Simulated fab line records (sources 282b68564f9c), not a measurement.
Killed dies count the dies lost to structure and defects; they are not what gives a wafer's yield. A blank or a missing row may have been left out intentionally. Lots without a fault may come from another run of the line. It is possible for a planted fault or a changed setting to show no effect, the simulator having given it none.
Commonality check across tools ; flow rit cmos ; 42 wafers sampled across 14 lots

THE REASON FOR OPENING IT
RIT_PRETRO_TW_MEAS_10, reading PRETRO_TW: flagged on 2 of 14 lots. Wafers without a fault read 476.1, standard deviation 2.7.
Rule: a lot gets a flag if all its wafers with a number sit over 4 standard deviations from that mean, or if no wafer of it has a number. All remaining lots are regarded as sound.

lot;measured;on;PRETRO_TW, wafer by wafer;flag
L140;day 2 08:14;film metro-02;477.1 478.7 476.6;
L141;day 2 13:18;film metro-01;471.1 472.1 472.2;
L142;day 2 18:20;film metro-02;477.9 479.6 476.6;
L144;day 3 03:23;film metro-02;477.1 478.4 473.7;
L145;day 3 09:42;film metro-02;475.4 477.1 479.7;
L146;day 3 13:45;film metro-04;480.2 481.8 482.4;
L152;day 4 19:21;film metro-04;457.3 458.7 460.4;FLAGGED
L153;day 5 00:10;film metro-04;478.1 476.9 478.7;
L156;day 5 17:26;film metro-01;458.7 458.3 456.6;FLAGGED
L157;day 5 21:00;film metro-04;481.0 479.3 478.1;
L158;day 6 01:22;film metro-01;473.6 473.1 473.6;
L159;day 6 07:56;film metro-04;476.3 475.3 474.2;
L162;day 6 21:07;film metro-01;475.8 472.1 473.5;
L163;day 7 02:20;film metro-01;473.7 472.1 471.1;
On average the flagged lots' numbers are 458.3, which is -17.8 against the usual, or -7 standard deviations.

TOOL THAT RAN EACH LOT
The record keeps 1 process step preceding the reading, out of 202 steps on the route. Every cell lists first the tool, next ch and the chambers used by the sampled wafers, and last the start.
lot;flag;RIT_PRETRO_IMPLANT_08
L140;;implanter-04 ch 0, day 2 07:56
L141;;implanter-03 ch 0, day 2 12:59
L142;;implanter-03 ch 0, day 2 18:01
L144;;implanter-01 ch 0, day 3 03:04
L145;;implanter-04 ch 0, day 3 09:22
L146;;implanter-04 ch 0, day 3 13:25
L152;FLAGGED;implanter-04 ch 0, day 4 19:01
L153;;implanter-01 ch 0, day 4 23:52
L156;FLAGGED;implanter-04 ch 0, day 5 17:09
L157;;implanter-01 ch 0, day 5 20:40
L158;;implanter-03 ch 0, day 6 01:02
L159;;implanter-01 ch 0, day 6 07:38
L162;;implanter-03 ch 0, day 6 20:47
L163;;implanter-03 ch 0, day 7 02:02
What these steps do:
- RIT_PRETRO_IMPLANT_08
- RIT_PRETRO_TW_MEAS_10

FLAGGED AGAINST TOTAL, ONE TOOL AT A TIME (gauges that did the reading follow at the end)
step;tool;lots run;flagged;share of the flagged lots;sound lots run after its first flagged lot
RIT_PRETRO_IMPLANT_08;implanter-01;4;0;none;-
RIT_PRETRO_IMPLANT_08;implanter-03;5;0;none;-
RIT_PRETRO_IMPLANT_08;implanter-04;5;2;all;0
RIT_PRETRO_TW_MEAS_10;film metro-01;5;1;some;3 (L158,L162,L163)
RIT_PRETRO_TW_MEAS_10;film metro-02;4;0;none;-
RIT_PRETRO_TW_MEAS_10;film metro-04;5;1;some;3 (L153,L157,L159)

WHAT THE TABLE ALLOWS
In the table, 1 row covers all flagged lots: implanter-04 at RIT_PRETRO_IMPLANT_08.
- implanter-04 at RIT_PRETRO_IMPLANT_08 ran 5 lots, 2 of them flagged. It ran its last sound lot, L146, at day 3 13:25 and its first flagged lot, L152, at day 4 19:01: a fault with its onset between the two fits. Its own readings (dose ions cm2, faraday current uA) fall more than 4 standard deviations out on all wafers of the flagged lots.
Left over: one tool, implanter-04 at RIT_PRETRO_IMPLANT_08.

WHAT WAS PUT IN BY THE SIMULATOR
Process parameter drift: implanter-04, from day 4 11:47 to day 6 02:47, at RIT_PRETRO_IMPLANT_08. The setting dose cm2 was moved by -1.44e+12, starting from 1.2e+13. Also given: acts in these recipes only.
Lots struck among those shown: L152, L156. Same finding as the rule above.
